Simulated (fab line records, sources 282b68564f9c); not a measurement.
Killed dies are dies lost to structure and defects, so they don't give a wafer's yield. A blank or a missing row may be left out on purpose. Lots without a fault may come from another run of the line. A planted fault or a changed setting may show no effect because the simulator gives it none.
Split-lot experiment | flow rit_cmos | 5 lots, 23 wafers read, on a route of 202 steps

THE SPLIT
At RIT_GATE_OXIDATION_05 (target thk 3 nm, ox time 270 s), the setting temp_c was moved away from the recipe's 900 C on 15 of the 23 wafers read, by -2.5% to +2.6%. The other wafers ran this setting at the recipe's value.

FROM THE SPLIT TO THE READING: what the file shows between them, 1 step
- RIT_GATE_ANNEAL_06: time 600 s

THE READING
GATE_OXIDE_THK, in nm, at RIT_GATE_THK_MEAS_07. Fault-free wafers of this fab line usually give 3.04 nm, standard deviation 0.056 nm.

wafer  | tool, chamber at the split | temp_c as run, C | against the recipe | GATE_OXIDE_THK, nm | against lot-mates on the recipe
L076.1 | -, -                       | 900              | recipe             | 3.01               | -
L076.2 | -, -                       | 900              | recipe             | 3.07               | -
L076.3 | -, -                       | 900              | recipe             | 3.11               | -
L076.4 | -, -                       | 900              | recipe             | 3.10               | -
L076.6 | -, -                       | 900              | recipe             | 3.03               | -
L077.1 | -, -                       | 923.1            | +2.6%              | 3.86               | no lot-mate on the recipe
L077.3 | -, -                       | 923.1            | +2.6%              | 3.91               | no lot-mate on the recipe
L077.4 | -, -                       | 923.1            | +2.6%              | 3.88               | no lot-mate on the recipe
L077.5 | -, -                       | 923.1            | +2.6%              | 3.89               | no lot-mate on the recipe
L077.6 | -, -                       | 923.1            | +2.6%              | 3.91               | no lot-mate on the recipe
L079.2 | -, -                       | 877.2            | -2.5%              | 2.29               | no lot-mate on the recipe
L079.3 | -, -                       | 877.2            | -2.5%              | 2.20               | no lot-mate on the recipe
L079.4 | -, -                       | 877.2            | -2.5%              | 2.21               | no lot-mate on the recipe
L079.5 | -, -                       | 877.2            | -2.5%              | 2.17               | no lot-mate on the recipe
L079.6 | -, -                       | 877.2            | -2.5%              | 2.20               | no lot-mate on the recipe
L081.2 | -, -                       | 888.9            | -1.2%              | 2.58               | no lot-mate on the recipe
L081.3 | -, -                       | 888.9            | -1.2%              | 2.61               | no lot-mate on the recipe
L081.4 | -, -                       | 888.9            | -1.2%              | 2.65               | no lot-mate on the recipe
L081.5 | -, -                       | 888.9            | -1.2%              | 2.66               | no lot-mate on the recipe
L081.6 | -, -                       | 888.9            | -1.2%              | 2.67               | no lot-mate on the recipe
L084.1 | furnace-03, 0              | 900              | recipe             | 3.09               | -
L084.3 | furnace-03, 0              | 900              | recipe             | 3.05               | -
L084.5 | furnace-03, 0              | 900              | recipe             | 3.04               | -

THE FIT
A straight line over all 23 wafers: GATE_OXIDE_THK changes by +0.33 nm for each +1% of temp_c; r = +1.00; the points scatter about the line by 0.035 nm.
Too few moved wafers have a lot-mate on the recipe to fit a line with each lot's own level taken away.

THE WHOLE CHAIN: every reading that the file lists as answering this split, in the file's order
step                  | what it does                   | reading                                                                           | change (the file's fit)              | r (the file's)
RIT_GATE_OXIDATION_05 | target thk 3 nm, ox time 270 s | SiO2_of_GATE_OXIDATION_05.thk_nm (the simulator's own value, which no gauge read) | +0.33 nm for each +1% of the setting | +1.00
RIT_GATE_THK_MEAS_07  |                                | GATE_OXIDE_THK                                                                    | +0.33 for each +1% of the setting    | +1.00
RIT_M1_PROBE_99       |                                | etest.pmos_0p3.r_on_ohm_um (the simulator's own value, which no gauge read)       | +576 for each +1% of the setting     | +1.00
RIT_M1_PROBE_99       |                                | etest.pmos_turned.r_on_ohm_um (the simulator's own value, which no gauge read)    | +196 for each +1% of the setting     | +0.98
RIT_M1_PROBE_99       |                                | etest.nmos_0p3.r_on_ohm_um (the simulator's own value, which no gauge read)       | +178 for each +1% of the setting     | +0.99
RIT_M1_PROBE_99       |                                | etest.pmos_0p15.r_on_ohm_um (the simulator's own value, which no gauge read)      | +154 for each +1% of the setting     | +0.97
RIT_M1_PROBE_99       |                                | etest.nmos_0p15.drive_ua_um (the simulator's own value, which no gauge read)      | -37.4 for each +1% of the setting    | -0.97
RIT_M1_PROBE_99       |                                | etest.nmos_narrow.drive_ua_um (the simulator's own value, which no gauge read)    | -30.6 for each +1% of the setting    | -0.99

THE FILE'S OWN FIT
GATE_OXIDE_THK changes by +0.33 nm for each +1% of temp_c, r = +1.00.
